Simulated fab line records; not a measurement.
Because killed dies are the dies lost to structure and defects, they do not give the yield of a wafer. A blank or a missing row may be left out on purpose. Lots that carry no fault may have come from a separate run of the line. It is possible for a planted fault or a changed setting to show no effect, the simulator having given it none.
Which tool did it? + flow berkeleyCmos170 + 8 lots with 24 wafers sampled at 2 steps, on a route of 331 steps

== WHAT EACH GAUGE READ, for each wafer ==
UCB170_NLDD_OVL_MEAS_07.
| lot  | measured     | on         | NLDD_OVL (nm) |
|------|--------------|------------|---------------|
| L778 | day 7 04:33  | overlay-01 | -5 -11 -7     |
| L783 | day 7 15:19  | overlay-02 | 4 7 4         |
| L785 | day 8 15:44  | overlay-01 | -7 0 -4       |
| L786 | day 8 16:34  | overlay-02 | 2 -6 4        |
| L788 | day 8 22:01  | overlay-01 | -3 -8 -2      |
| L792 | day 9 17:04  | overlay-02 | 327 316 318   |
| L793 | day 10 03:32 | overlay-01 | 320 319 323   |
| L797 | day 11 19:33 | overlay-01 | -2 -9 -6      |

== WHICH TOOL RAN EACH LOT (tool, then ch and the chambers of the sampled wafers, then the start) ==
| lot  | UCB170_NLDD_EXPOSE_03            |
|------|----------------------------------|
| L778 | krfScanner-02 ch 0, day 7 03:58  |
| L783 | krfScanner-01 ch 0, day 7 14:13  |
| L785 | krfScanner-02 ch 0, day 8 14:11  |
| L786 | krfScanner-02 ch 0, day 8 15:20  |
| L788 | krfScanner-02 ch 0, day 8 21:19  |
| L792 | krfScanner-01 ch 0, day 9 16:29  |
| L793 | krfScanner-01 ch 0, day 10 03:02 |
| L797 | krfScanner-02 ch 0, day 11 19:02 |
- UCB170_NLDD_EXPOSE_03: exposes mask NSELECT, target cd 1200 nm.

== THE ANSWER, worked out from the rows above alone ==
Rule: what is usual is taken from the lots themselves. Put in order of their means at a reading, lots are off if they are a third of the lots or fewer, leave a main group of 4 or more, and stand apart from it by a gap of 3 or more times the standard deviation of the main group's means; of several such gaps the widest counts. Not used: any main group whose means are identical at the precision the tables above print for the reading. A lot without any number at a reading at which 4 lots or more have one is off too. Where the step has rows for the other lots, those lots are counted as sound.
Off: L792, L793, at UCB170_NLDD_OVL_MEAS_07 (NLDD_OVL). The main group has a mean of -3 nm with a standard deviation of 4.2.
If a tool, at a process step before that reading, ran all the lots that are off and no sound lot after the first of them, it fits. The gauges at UCB170_NLDD_OVL_MEAS_07 are tried like those tools. One fits: UCB170_NLDD_EXPOSE_03 on krfScanner-01. Its last sound lot is L783 (day 7 14:13), its first lot that is off L792 (day 9 16:29): a fault that began between those two fits.

== WHAT WAS PUT IN BY THE SIMULATOR ==
Scanner matching overlay: krfScanner-01, from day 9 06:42 on, at UCB170_NLDD_EXPOSE_03. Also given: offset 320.
Struck lots among those shown: L792, L793. The same result came from the rule above.
